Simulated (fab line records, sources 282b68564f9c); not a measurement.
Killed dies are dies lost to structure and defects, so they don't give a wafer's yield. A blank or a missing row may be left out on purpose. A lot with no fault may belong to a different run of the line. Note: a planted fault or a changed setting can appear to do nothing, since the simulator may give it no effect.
fab line records ; flow ritCmos
record: lots: 6; wafers: 18; lastDay: 7
route steps=202 shown ACTIVE@1 FOX1@20 FOX2@23 M1@202
lots that met no fault: taken from a fault-free run of the same line
startH: hours from the record's opening day to when the first of the lot's shown wafers began ; waitH: time in hours since the lot's previous step ; " the same as in the row above ; L1.1+2: a row that stands for several wafers ; - no value, or no start was given ; * or withheld: withheld ; < > ~ a bound
route shown NAME@n: names a module that has steps shown in the file, with the first one's number in the route ; usual: mean/standard deviation of fault-free wafers ; same: alike in all rows ; chamber/n: place in a boat ; sites: readings site by site ; _std_site: their standard deviation ; _edge_site: outer sites' mean less inner sites' ; radiusMm: how far each site lies from the wafer's centre ; mask NAME#n: copy n ; behind: tool/chamber where the wafer was last shaped ; hold: cause of the lot's hold/its duration in hours/its outcome ; device: transistor that didn't switch, given as n, p or np ; end of line: the same wafers' tests at the end of the route ; a step given without rows: its recipe and nothing more ; killed: at the first sort, the dies lost to defects and structure; wafer yield is something else ; map: a wafer's dies, marking killed ones x, the rest . and places with no die _
set.NAME: the setting the step ran with; set.NAME@STEP: the setting that earlier step ran with ; model.NAME: the simulator's own value behind a step, which no gauge read
lots at some steps of the route; a table a step, a row a wafer
services: when a tool's chamber went out of use (startH, in hours from the record's first day, below 0 if earlier), for how many hours, and the reason
== steps ==
step: RIT_ACTIVE_BOW_MEAS_00
recipe: mode: bow
usual: INCOMING_BOW: 0/6.7
lot.wafer;tool;chamber;startH;waitH;INCOMING_BOW[um]
L484.2;filmMetro-02;-;25.02;-;4
L484.4;filmMetro-02;-;25.02;-;-11
L484.5;filmMetro-02;-;25.02;-;12
L492.3;filmMetro-01;-;65.04;-;-4
L492.4;filmMetro-01;-;65.04;-;-8
L492.6;filmMetro-01;-;65.04;-;11
L498.3;filmMetro-02;-;95.04;-;4
L498.4;filmMetro-02;-;95.04;-;0
L498.5;filmMetro-02;-;95.04;-;1
L500.3;filmMetro-02;-;105.04;-;3
L500.4;filmMetro-02;-;105.04;-;-6
L500.5;filmMetro-02;-;105.04;-;-7
L502.1;filmMetro-02;-;115.00;-;-5
L502.3;filmMetro-02;-;115.00;-;5
L502.4;filmMetro-02;-;115.00;-;4
L503.3;filmMetro-02;-;120.04;-;0
L503.4;filmMetro-02;-;120.04;-;8
L503.5;filmMetro-02;-;120.04;-;-4
step: RIT_ACTIVE_OXIDATION_01
recipe: tempC: 1000; ambient: O2; targetThkA: 468; oxTimeS: 3360
usual: spikeTcCentreC: 1002.3/1.2; spikeTcLoadC: 1027.3/1.5; spikeTcSourceC: 1025/4.2; tubeCenterTempC: 1000/0.094; tube_center_temp_C_max: 1002.6/0.42
lot.wafer;tool;chamber;startH;waitH;spikeTcCentreC;spikeTcLoadC;spikeTcSourceC;tubeCenterTempC;tube_center_temp_C_max;model.SiO2_of_ACTIVE_OXIDATION_01.thkNm
L484.2;furnace-03;0;25.12;0.1;1003.5;1026.8;1028;1000;1002.6;47.53
L484.4;furnace-03;0;25.12;0.1;1004.1;1027.5;1030;1000.2;1002.7;47.47
L484.5;furnace-03;0;25.12;0.1;1003.7;1029.4;1028;999.78;1002.4;47.15
L492.3;furnace-03;0;65.12;0.1;1000.9;1027.1;1029;999.94;1002.6;46.14
L492.4;furnace-03;0;65.12;0.1;1002.1;1026.8;1029;999.89;1002.7;47.54
L492.6;furnace-03;0;65.12;0.1;1002.8;1027.5;1026;1000.1;1002.2;46.71
L498.3;furnace-03;0;95.12;0.1;1026.0;1052.2;1052;1022.5;1025.0;59.76
L498.4;furnace-03;0;95.12;0.1;1027.4;1050.6;1052;1022.6;1024.8;59.74
L498.5;furnace-03;0;95.12;0.1;1024.0;1050.3;1053;1022.7;1025.2;58.7
L500.3;furnace-03;0;105.18;0.1;1026.3;1050.9;1051;1022.6;1025.3;58.41
L500.4;furnace-03;0;105.18;0.1;1026.5;1051.9;1050;1022.6;1024.6;59.22
L500.5;furnace-03;0;105.18;0.1;1025.9;1050.1;1051;1022.7;1025.8;58.65
L502.1;furnace-04;0;115.12;0.1;1001.2;1028.6;1023;999.97;1002.7;46.86
L502.3;furnace-04;0;115.12;0.1;1003.0;1026.3;1020;1000;1002.9;47.36
L502.4;furnace-04;0;115.12;0.1;1003.1;1025.8;1020;1000.1;1002.6;46.69
L503.3;furnace-04;0;120.12;0.1;1002.3;1028.1;1020;999.76;1002.0;47.68
L503.4;furnace-04;0;120.12;0.1;1002.5;1029.3;1021;999.96;1002.5;46.99
L503.5;furnace-04;0;120.12;0.1;1001.8;1029.4;1020;1000.1;1002.3;46.75
step: RIT_ACTIVE_THK_MEAS_02
recipe: reads: SiO2_of_ACTIVE_OXIDATION_01
usual: ACTIVE_OXIDE_THK: 46.9/0.71
lot.wafer;tool;chamber;startH;waitH;ACTIVE_OXIDE_THK[nm]
L484.2;filmMetro-01;-;27.06;0.0;47.5
L484.4;filmMetro-01;-;27.06;0.0;47.4
L484.5;filmMetro-01;-;27.06;0.0;47.2
L492.3;filmMetro-02;-;67.07;0.0;46.2
L492.4;filmMetro-02;-;67.07;0.0;47.5
L492.6;filmMetro-02;-;67.07;0.0;46.6
L498.3;filmMetro-02;-;97.07;0.0;59.8
L498.4;filmMetro-02;-;97.07;0.0;59.7
L498.5;filmMetro-02;-;97.07;0.0;58.7
L500.3;filmMetro-01;-;107.13;0.0;58.4
L500.4;filmMetro-01;-;107.13;0.0;59.2
L500.5;filmMetro-01;-;107.13;0.0;58.7
L502.1;filmMetro-03;-;117.05;0.0;46.9
L502.3;filmMetro-03;-;117.05;0.0;47.4
L502.4;filmMetro-03;-;117.05;0.0;46.6
L503.3;filmMetro-03;-;122.07;0.0;47.6
L503.4;filmMetro-03;-;122.07;0.0;47.0
L503.5;filmMetro-03;-;122.07;0.0;46.7
step: RIT_ACTIVE_CVD_03
recipe: material: Si3N4; targetThkNm: 150; tempC: 810; precursor: SiH2Cl2/NH3; timeS: 1500; pressureMtorr: 300; sih2cl2FlowSccm: 60; nh3FlowSccm: 150
step: RIT_ACTIVE_THK_MEAS_04
recipe: reads: Si3N4_of_ACTIVE_CVD_03
usual: ACTIVE_NITRIDE_THK: 149.6/1.4
lot.wafer;tool;chamber;startH;waitH;ACTIVE_NITRIDE_THK[nm]
L484.2;filmMetro-02;-;28.54;0.0;149.8
L484.4;filmMetro-02;-;28.54;0.0;149.3
L484.5;filmMetro-02;-;28.54;0.0;148.9
L492.3;filmMetro-03;-;68.55;0.0;147.2
L492.4;filmMetro-03;-;68.55;0.0;147.0
L492.6;filmMetro-03;-;68.55;0.0;149.9
L498.3;filmMetro-03;-;98.55;0.0;150.8
L498.4;filmMetro-03;-;98.55;0.0;150.3
L498.5;filmMetro-03;-;98.55;0.0;151.1
L500.3;filmMetro-03;-;108.61;0.0;149.6
L500.4;filmMetro-03;-;108.61;0.0;149.6
L500.5;filmMetro-03;-;108.61;0.0;150.3
L502.1;filmMetro-03;-;118.53;0.0;147.5
L502.3;filmMetro-03;-;118.53;0.0;147.7
L502.4;filmMetro-03;-;118.53;0.0;148.6
L503.3;filmMetro-02;-;123.55;0.0;151.2
L503.4;filmMetro-02;-;123.55;0.0;150.2
L503.5;filmMetro-02;-;123.55;0.0;150.3
step: RIT_ACTIVE_HMDS_05
recipe: primeTimeS: 60; primeTempC: 140
step: RIT_ACTIVE_COAT_06
recipe: resist: NOVOLAK; spinRpm: 3250; resistThkNm: 980.1
step: RIT_ACTIVE_SOFTBAKE_07
recipe: resist: NOVOLAK; tempC: 90; timeS: 60
step: RIT_ACTIVE_EXPOSE_08
recipe: maskId: M1; na: 0.6; sourceShape: conventional; sigmaOuter: 0.6; targetCdNm: 1400; doseMj: 225
step: RIT_ACTIVE_PEB_09
recipe: resist: NOVOLAK; tempC: withheld; timeS: withheld
step: RIT_ACTIVE_DEVELOP_10
recipe: resist: NOVOLAK; developTimeS: 50; devTempC: 24.07
step: RIT_ACTIVE_CD_MEAS_11
recipe: targetCdNm: 1400
usual: cdNm: 1400.4/1.9
lot.wafer;tool;chamber;startH;waitH;cdNm
L484.2;cdSem-01;-;29.48;-;1399.7
L484.4;cdSem-01;-;29.48;-;1401.7
L484.5;cdSem-01;-;29.48;-;1400.8
L492.3;cdSem-01;-;69.48;-;1397.7
L492.4;cdSem-01;-;69.48;-;1398.5
L492.6;cdSem-01;-;69.48;-;1397.5
L498.3;cdSem-01;-;99.48;-;1401.1
L498.4;cdSem-01;-;99.48;-;1400.5
L498.5;cdSem-01;-;99.48;-;1400.8
L500.3;cdSem-02;-;109.54;-;1400.2
L500.4;cdSem-02;-;109.54;-;1400.0
L500.5;cdSem-02;-;109.54;-;1400.7
L502.1;cdSem-01;-;119.59;-;1400.1
L502.3;cdSem-01;-;119.59;-;1402.6
L502.4;cdSem-01;-;119.59;-;1398.2
L503.3;cdSem-01;-;124.60;-;1402.3
L503.4;cdSem-01;-;124.60;-;1399.6
L503.5;cdSem-01;-;124.60;-;1402.8
step: RIT_ACTIVE_HARDBAKE_12
recipe: resist: NOVOLAK; tempC: 140; timeS: 60
step: RIT_ACTIVE_ETCH_13
recipe: stopOn: SiO2; chemistry: SF6; target: Si3N4; timeS: 210; overEtchFrac: 0.4; SF6_flow_sccm: 200; pressureMtorr: 260; rfW: 125; targetDepthA: 2100
usual: SF6_flow_sccm: 199.9/0.62; drypumpMotorCurrentA: 5.6/0.35; oesProductAu: 0.823/0.011; throttleValvePct: 7.52/0.12
lot.wafer;tool;chamber;startH;waitH;SF6_flow_sccm;drypumpMotorCurrentA;oesProductAu;rfHoursCounterH;throttleValvePct
L484.2;rieDiel-04;3;29.73;0.1;199.9;5.4;0.836;92;7.58
L484.4;rieDiel-04;1;29.73;0.1;200.1;5.5;0.824;107;7.50
L484.5;rieDiel-04;1;29.73;0.1;199.1;5.5;0.816;-;7.49
L492.3;rieDiel-02;0;69.71;0.1;199.8;5.6;0.807;46;7.68
L492.4;rieDiel-02;1;69.71;0.1;199.5;5.9;0.804;97;7.54
L492.6;rieDiel-02;0;69.71;0.1;199.7;5.6;0.820;-;7.67
L498.3;rieDiel-04;0;99.71;0.1;198.9;5.9;0.817;72;7.31
L498.4;rieDiel-04;1;99.71;0.1;199.2;5.5;0.834;109;7.50
L498.5;rieDiel-04;2;99.71;0.1;199.9;5.7;0.828;-;7.49
L500.3;rieDiel-01;3;109.77;0.1;199.2;5.7;0.827;3;7.65
L500.4;rieDiel-01;1;109.77;0.1;200.8;5.0;0.816;22;7.33
L500.5;rieDiel-01;1;109.77;0.1;199.9;5.0;0.818;-;7.32
L502.1;rieDiel-02;3;119.86;0.1;199.7;6.3;0.825;40;7.63
L502.3;rieDiel-02;1;119.86;0.1;199.1;5.9;0.809;98;7.54
L502.4;rieDiel-02;2;119.86;0.1;200.3;5.9;0.829;138;7.37
L503.3;rieDiel-01;2;124.83;0.1;200.0;5.0;0.822;115;7.57
L503.4;rieDiel-01;3;124.83;0.1;199.3;5.7;0.824;3;7.66
L503.5;rieDiel-01;3;124.83;0.1;199.5;5.7;0.828;-;7.66
step: RIT_ACTIVE_STRIP_14
recipe: chemistry: O2; timeS: 180; resist: NOVOLAK; platenTempC: withheld; powerW: 500; pressureMtorr: 4000; o2FlowSccm: 4000
usual: drypumpMotorCurrentA: 5.32/0.24
lot.wafer;tool;chamber;startH;waitH;drypumpMotorCurrentA;rfHoursCounterH
L484.2;plasmaAsher-04;0;29.87;0.1;5.39;24
L484.4;plasmaAsher-04;1;29.87;0.1;5.26;-
L484.5;plasmaAsher-04;1;29.87;0.1;5.28;-
L492.3;plasmaAsher-02;1;69.90;0.1;5.64;-
L492.4;plasmaAsher-02;0;69.90;0.1;4.98;-
L492.6;plasmaAsher-02;1;69.90;0.1;5.62;-
L498.3;plasmaAsher-02;0;99.90;0.1;5.02;-
L498.4;plasmaAsher-02;1;99.90;0.1;5.67;-
L498.5;plasmaAsher-02;0;99.90;0.1;4.98;-
L500.3;plasmaAsher-02;0;109.96;0.1;4.97;-
L500.4;plasmaAsher-02;1;109.96;0.1;5.64;-
L500.5;plasmaAsher-02;0;109.96;0.1;4.96;-
L502.1;plasmaAsher-02;1;119.99;0.1;5.61;50
L502.3;plasmaAsher-02;1;119.99;0.1;5.62;-
L502.4;plasmaAsher-02;0;119.99;0.1;4.99;-
L503.3;plasmaAsher-02;0;125.03;0.1;4.99;-
L503.4;plasmaAsher-02;1;125.03;0.1;5.62;-
L503.5;plasmaAsher-02;0;125.03;0.1;4.99;-
step: RIT_ACTIVE_CD_MEAS_90
recipe: targetCdNm: 1400
usual: cdNm: 1400.5/1.9
lot.wafer;tool;chamber;startH;waitH;cdNm
L484.2;cdSem-02;-;30.06;0.1;1399.4
L484.4;cdSem-02;-;30.06;0.1;1401.8
L484.5;cdSem-02;-;30.06;0.1;1401.1
L492.3;cdSem-02;-;70.06;0.1;1397.3
L492.4;cdSem-02;-;70.06;0.1;1398.6
L492.6;cdSem-02;-;70.06;0.1;1397.6
L498.3;cdSem-01;-;100.06;0.1;1401.6
L498.4;cdSem-01;-;100.06;0.1;1400.9
L498.5;cdSem-01;-;100.06;0.1;1401.3
L500.3;cdSem-02;-;110.12;0.1;1400.9
L500.4;cdSem-02;-;110.12;0.1;1399.6
L500.5;cdSem-02;-;110.12;0.1;1400.6
L502.1;cdSem-02;-;120.17;0.1;1400.2
L502.3;cdSem-02;-;120.17;0.1;1402.3
L502.4;cdSem-02;-;120.17;0.1;1398.3
L503.3;cdSem-01;-;125.18;0.1;1401.4
L503.4;cdSem-01;-;125.18;0.1;1399.8
L503.5;cdSem-01;-;125.18;0.1;1402.6
step: RIT_ACTIVE_CLEAN_15
recipe: chemistry: SC1; mix: 3:3:50; timeS: 600; tempC: 75
step: RIT_ACTIVE_CLEAN_16
recipe: chemistry: dHF; dilution: 50:1; timeS: 30
step: RIT_ACTIVE_CLEAN_17
recipe: chemistry: SC2; mix: 3:3:50; timeS: 600; tempC: 75; dry: n2Spin
step: RIT_FOX1_OXIDATION_00
recipe: tempC: 1100; ambient: H2O; targetThkA: 3507; pH2oTorr: 720; oxTimeS: 1130
step: RIT_FOX1_THK_MEAS_01
recipe: reads: SiO2_of_FOX1_OXIDATION_00
usual: FOX1_OXIDE_THK: 356/6.1
lot.wafer;tool;chamber;startH;waitH;FOX1_OXIDE_THK[nm]
L484.2;filmMetro-03;-;32.66;0.0;339
L484.4;filmMetro-03;-;32.66;0.0;340
L484.5;filmMetro-03;-;32.66;0.0;340
L492.3;filmMetro-01;-;71.84;0.0;366
L492.4;filmMetro-01;-;71.84;0.0;359
L492.6;filmMetro-01;-;71.84;0.0;360
L498.3;filmMetro-04;-;102.13;0.0;363
L498.4;filmMetro-04;-;102.13;0.0;361
L498.5;filmMetro-04;-;102.13;0.0;362
L500.3;filmMetro-03;-;114.24;0.0;347
L500.4;filmMetro-03;-;114.24;0.0;351
L500.5;filmMetro-03;-;114.24;0.0;348
L502.1;filmMetro-04;-;123.37;0.0;352
L502.3;filmMetro-04;-;123.37;0.0;361
L502.4;filmMetro-04;-;123.37;0.0;358
L503.3;filmMetro-03;-;127.25;0.0;356
L503.4;filmMetro-03;-;127.25;0.0;356
L503.5;filmMetro-03;-;127.25;0.0;352
step: RIT_FOX1_WET_ETCH_02
recipe: chemistry: BOE; targetDepthNm: 350; timeS: 390; tempC: 21.5; dry: n2Spin; dilution: 10:1; target: SiO2
step: RIT_FOX2_OXIDATION_00
recipe: tempC: 1100; ambient: H2O; targetThkA: 3507; pH2oTorr: 720; oxTimeS: 1130
step: RIT_FOX2_THK_MEAS_01
recipe: reads: SiO2_of_FOX2_OXIDATION_00
usual: FOX2_OXIDE_THK: 352/6.4
lot.wafer;tool;chamber;startH;waitH;FOX2_OXIDE_THK[nm]
L484.2;filmMetro-04;-;34.15;0.0;339
L484.4;filmMetro-04;-;34.15;0.0;338
L484.5;filmMetro-04;-;34.15;0.0;341
L492.3;filmMetro-01;-;73.39;0.0;350
L492.4;filmMetro-01;-;73.39;0.0;348
L492.6;filmMetro-01;-;73.39;0.0;355
L498.3;filmMetro-04;-;103.63;0.0;345
L498.4;filmMetro-04;-;103.63;0.0;343
L498.5;filmMetro-04;-;103.63;0.0;347
L500.3;filmMetro-02;-;115.85;0.0;354
L500.4;filmMetro-02;-;115.85;0.0;357
L500.5;filmMetro-02;-;115.85;0.0;367
L502.1;filmMetro-01;-;125.40;0.0;351
L502.3;filmMetro-01;-;125.40;0.0;357
L502.4;filmMetro-01;-;125.40;0.0;353
L503.3;filmMetro-01;-;130.06;0.0;352
L503.4;filmMetro-01;-;130.06;0.0;352
L503.5;filmMetro-01;-;130.06;0.0;357
step: RIT_FOX2_CLEAN_02
recipe: chemistry: dHF; dilution: 50:1; timeS: 180
step: RIT_FOX2_WET_ETCH_03
recipe: chemistry: H3PO4; target: Si3N4; targetDepthNm: 195; tempC: 165; timeS: 2700
lot.wafer;tool;chamber;startH;waitH;model.SiO2_of_ACTIVE_OXIDATION_01.thkNm
L484.2;wetBench-02;3;34.26;0.0;41.67
L484.4;wetBench-02;3;34.26;0.0;41.98
L484.5;wetBench-02;3;34.26;0.0;41.69
L492.3;wetBench-01;1;73.49;0.0;41.06
L492.4;wetBench-01;1;73.49;0.0;42.28
L492.6;wetBench-01;1;73.49;0.0;41.56
L498.3;wetBench-02;2;103.90;0.0;52.91
L498.4;wetBench-02;2;103.90;0.0;52.9
L498.5;wetBench-02;2;103.90;0.0;52
L500.3;wetBench-03;2;116.00;0.0;51.84
L500.4;wetBench-03;2;116.00;0.0;52.61
L500.5;wetBench-03;2;116.00;0.0;52.09
L502.1;wetBench-02;2;125.51;0.0;40.33
L502.3;wetBench-02;2;125.51;0.0;42.09
L502.4;wetBench-02;2;125.51;0.0;41.5
L503.3;wetBench-02;0;130.16;0.0;40.94
L503.4;wetBench-02;0;130.16;0.0;41.77
L503.5;wetBench-02;0;130.16;0.0;41.57
step: RIT_FOX2_THK_MEAS_90
recipe: reads: SiO2_of_FOX2_OXIDATION_00
usual: FIELD_OXIDE_LEFT_1_THK: 325/6.4
lot.wafer;tool;chamber;startH;waitH;FIELD_OXIDE_LEFT_1_THK[nm]
L484.2;filmMetro-04;-;35.03;0.0;310
L484.4;filmMetro-04;-;35.03;0.0;310
L484.5;filmMetro-04;-;35.03;0.0;313
L492.3;filmMetro-02;-;74.26;0.0;323
L492.4;filmMetro-02;-;74.26;0.0;321
L492.6;filmMetro-02;-;74.26;0.0;328
L498.3;filmMetro-04;-;104.75;0.0;317
L498.4;filmMetro-04;-;104.75;0.0;315
L498.5;filmMetro-04;-;104.75;0.0;319
L500.3;filmMetro-04;-;116.78;0.0;326
L500.4;filmMetro-04;-;116.78;0.0;330
L500.5;filmMetro-04;-;116.78;0.0;339
L502.1;filmMetro-04;-;126.27;0.0;323
L502.3;filmMetro-04;-;126.27;0.0;329
L502.4;filmMetro-04;-;126.27;0.0;325
L503.3;filmMetro-01;-;130.94;0.0;325
L503.4;filmMetro-01;-;130.94;0.0;324
L503.5;filmMetro-01;-;130.94;0.0;330
step: RIT_M1_PROBE_99
usual: killed_at_M0_to_M3: 0.0/0.16; killedAtFrontEnd: 7/3.1; killedDies: 7/3.1; killedOpen: 3.6/2; killedShort: 3.5/2
same: grossDies: 264; killed_at_M4_up: 0; killedAtBackSide: 0; killedAtContacts: 0; killedAtOther: 0
lot.wafer;tool;chamber;startH;waitH;killed_at_M0_to_M3;killedAtFrontEnd;killedDies;killedOpen;killedShort;model.etest.nldd.widthNm;model.etest.pldd.widthNm;model.etest.nplusSal.widthNm;model.etest.pplusSal.widthNm;model.etest.nmos_0p3.rOnOhmUm;model.etest.nmosNarrow.driveUaUm;model.etest.pmosNarrow.driveUaUm;model.etest.wellEdgeLeft.lineOhmUm
L484.2;prober-01;-;73.49;0.1;1;4;5;1;4;3173;3200;3463;3465;2269;211.2;99.94;180.6
L484.4;prober-01;-;73.59;0.2;0;7;7;4;3;3200;3196;3486;3495;2284;209.5;99.82;182.9
L484.5;prober-01;-;73.64;0.2;0;11;11;5;6;3178;3195;3469;3449;2253;214.3;101.6;180.9
L492.3;prober-01;-;113.12;0.2;0;7;7;4;3;3157;3165;3410;3418;2174;219.1;97.76;183.3
L492.4;prober-01;-;113.17;0.2;0;3;3;1;2;3136;3155;3428;3422;2194;220;98.77;182.1
L492.6;prober-01;-;113.27;0.2;0;10;10;5;5;3154;3156;3427;3434;2196;220;98.69;179.3
L498.3;prober-01;-;142.82;0.2;0;9;9;7;2;3017;3020;3383;3388;2250;181.5;84.95;188.1
L498.4;prober-01;-;142.87;0.2;0;5;5;3;2;3026;3021;3392;3380;2243;186.5;87.18;186.1
L498.5;prober-01;-;142.92;0.2;0;10;10;5;5;3043;3037;3402;3391;2237;185.4;86.26;181.6
L500.3;prober-01;-;157.71;0.2;0;9;9;6;3;3054;3048;3372;3386;2199;200.4;89.2;184.3
L500.4;prober-01;-;157.76;0.2;0;5;5;2;3;3012;3006;3358;3352;2201;196.5;89.78;182.9
L500.5;prober-01;-;157.81;0.2;0;7;7;2;5;3035;3022;3402;3385;2241;193.2;88.25;184.1
L502.1;prober-01;-;165.70;0.1;0;13;13;5;8;3155;3170;3448;3439;2270;215.6;97.67;182.7
L502.3;prober-01;-;165.80;0.2;0;10;10;7;3;3153;3156;3433;3435;2246;210.4;95.89;181.4
L502.4;prober-01;-;165.85;0.2;0;7;7;0;7;3160;3156;3442;3456;2226;218.2;98.12;182.3
L503.3;prober-02;-;168.27;0.2;0;5;5;4;1;3166;3164;3430;3438;2218;217.6;99.28;182.5
L503.4;prober-02;-;168.32;0.2;0;3;3;0;3;3186;3182;3434;3432;2176;228.2;102.9;180.5
L503.5;prober-02;-;168.37;0.2;0;7;7;3;4;3185;3173;3459;3445;2210;225.2;101;184.3
killed by level:class
L484.2 SPACER:geometricParticle:short=2 REOX:geometricParticle:short=1 SILICIDE:geometricParticle:short=1 M1:geometricParticle:open=1
L484.4 GATE:geometricParticle:open=2 FOX1:geometricParticle:short=1 REOX:geometricParticle:short=1 SPACER:geometricParticle:open=1 SILICIDE:geometricParticle:open=1 SILICIDE:geometricParticle:short=1
L484.5 GATE:geometricParticle:open=2 REOX:geometricParticle:short=2 SPACER:geometricParticle:short=2 FOX1:geometricParticle:open=1 GATE:geometricParticle:short=1 REOX:geometricParticle:open=1 SPACER:geometricParticle:open=1 SILICIDE:geometricParticle:short=1
L492.3 GATE:geometricParticle:short=2 GATE:geometricParticle:open=2 SPACER:geometricParticle:short=1 SPACER:geometricParticle:open=1 SILICIDE:geometricParticle:open=1
L492.4 FOX1:geometricParticle:short=1 GATE:geometricParticle:open=1 SILICIDE:geometricParticle:short=1
L492.6 GATE:geometricParticle:open=2 GATE:geometricParticle:short=2 REOX:geometricParticle:open=2 FOX1:geometricParticle:short=1 REOX:geometricParticle:short=1 SPACER:geometricParticle:short=1 SPACER:geometricParticle:open=1
L498.3 REOX:geometricParticle:open=3 GATE:geometricParticle:open=2 FOX1:geometricParticle:open=1 GATE:geometricParticle:short=1 SPACER:geometricParticle:short=1 SILICIDE:geometricParticle:open=1
L498.4 GATE:geometricParticle:open=2 FOX1:geometricParticle:open=1 FOX2:geometricParticle:short=1 GATE:geometricParticle:short=1
L498.5 REOX:geometricParticle:open=2 GATE:geometricParticle:short=2 REOX:geometricParticle:short=2 SPACER:geometricParticle:open=2 SILICIDE:geometricParticle:open=1 SILICIDE:geometricParticle:short=1
L500.3 GATE:geometricParticle:open=4 FOX1:geometricParticle:open=1 FOX2:geometricParticle:short=1 GATE:geometricParticle:short=1 SPACER:geometricParticle:short=1 SPACER:geometricParticle:open=1
L500.4 SPACER:geometricParticle:open=2 FOX1:geometricParticle:short=1 GATE:geometricParticle:short=1 SPACER:geometricParticle:short=1
L500.5 SPACER:geometricParticle:short=2 GATE:geometricParticle:short=2 REOX:geometricParticle:short=1 REOX:geometricParticle:open=1 SPACER:geometricParticle:open=1
L502.1 GATE:geometricParticle:open=4 FOX2:geometricParticle:short=3 FOX1:geometricParticle:short=1 GATE:geometricParticle:short=1 REOX:geometricParticle:short=1 SPACER:geometricParticle:open=1 SPACER:geometricParticle:short=1 SILICIDE:geometricParticle:short=1
L502.3 FOX2:geometricParticle:open=3 GATE:geometricParticle:open=2 SPACER:geometricParticle:short=2 SILICIDE:geometricParticle:open=2 GATE:geometricParticle:short=1
L502.4 SILICIDE:geometricParticle:short=4 FOX1:geometricParticle:short=1 REOX:geometricParticle:short=1 SPACER:geometricParticle:short=1
L503.3 GATE:geometricParticle:open=2 REOX:geometricParticle:open=1 SILICIDE:geometricParticle:open=1 SILICIDE:geometricParticle:short=1
L503.4 GATE:geometricParticle:short=2 SILICIDE:geometricParticle:short=1
L503.5 GATE:geometricParticle:open=2 SILICIDE:geometricParticle:short=2 GATE:geometricParticle:short=1 SPACER:geometricParticle:short=1 SILICIDE:geometricParticle:open=1
== services ==
tool;chamber;startH;hours;kind
plasmaAsher-02;-;4.08;1.6;repair
rieDiel-02;-;16.57;0.2;repair
furnace-03;-;19.71;4.3;pm
rieDiel-02;0;29.21;22.4;repair
plasmaAsher-04;-;30.46;1.8;repair
rieDiel-04;2;39.99;5.4;repair
rieDiel-04;2;52.61;22.1;repair
wetBench-03;-;52.86;0.9;repair
rieDiel-02;3;54.94;3.4;repair
rieDiel-04;0;58.21;4.0;repair
plasmaAsher-04;-;59.66;0.8;repair
rieDiel-01;1;74.32;3.9;repair
rieDiel-02;-;74.91;2.8;pm
furnace-03;-;83.65;2.4;pm
plasmaAsher-02;-;105.46;2.7;repair
rieDiel-04;0;110.72;3.3;repair
rieDiel-01;-;115.18;2.8;pm
rieDiel-02;0;121.05;3.6;repair
== key ==
firstSign: step: RIT_ACTIVE_OXIDATION_01; reading: tubeCenterTempC; direction: up; sigmas: 99+; usual: *; struck: *
effect: step: RIT_ACTIVE_OXIDATION_01; reading: tube_center_temp_C_max; direction: up; sigmas: 54; usual: *; struck: *
effect: step: RIT_ACTIVE_THK_MEAS_02; reading: ACTIVE_OXIDE_THK; direction: up; sigmas: 17; usual: 46.9; struck: 59.1
modelEffect: step: RIT_ACTIVE_OXIDATION_01; value: SiO2_of_ACTIVE_OXIDATION_01.thkNm; without: 47.9; struck: 59.08
modelEffect: step: RIT_FOX2_WET_ETCH_03; value: SiO2_of_ACTIVE_OXIDATION_01.thkNm; without: 42.48; struck: 52.39
modelEffect: step: RIT_M1_PROBE_99; value: etest.nldd.widthNm; without: 3165; struck: 3031
metAt RIT_ACTIVE_OXIDATION_01
struckWafers L498.3,L498.4,L498.5,L500.3,L500.4,L500.5
testerLeftOut L498,L500
onsetBetween 65.12 95.12
fault: kind: processParameterDrift; tool: furnace-03; chamber: -; onsetH: 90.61; steps: RIT_ACTIVE_OXIDATION_01; channel: tempC; offset: *; shape: step; endH: 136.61; actsIn: *; stated: *
testerLeftOut: of these lots the tester's yield and bins aren't shown, on N5 and GAA mostly nor the transistor test; their killed dies are dies lost to structure and defects alone, not to doping, threshold or leakage, so they don't give the yield
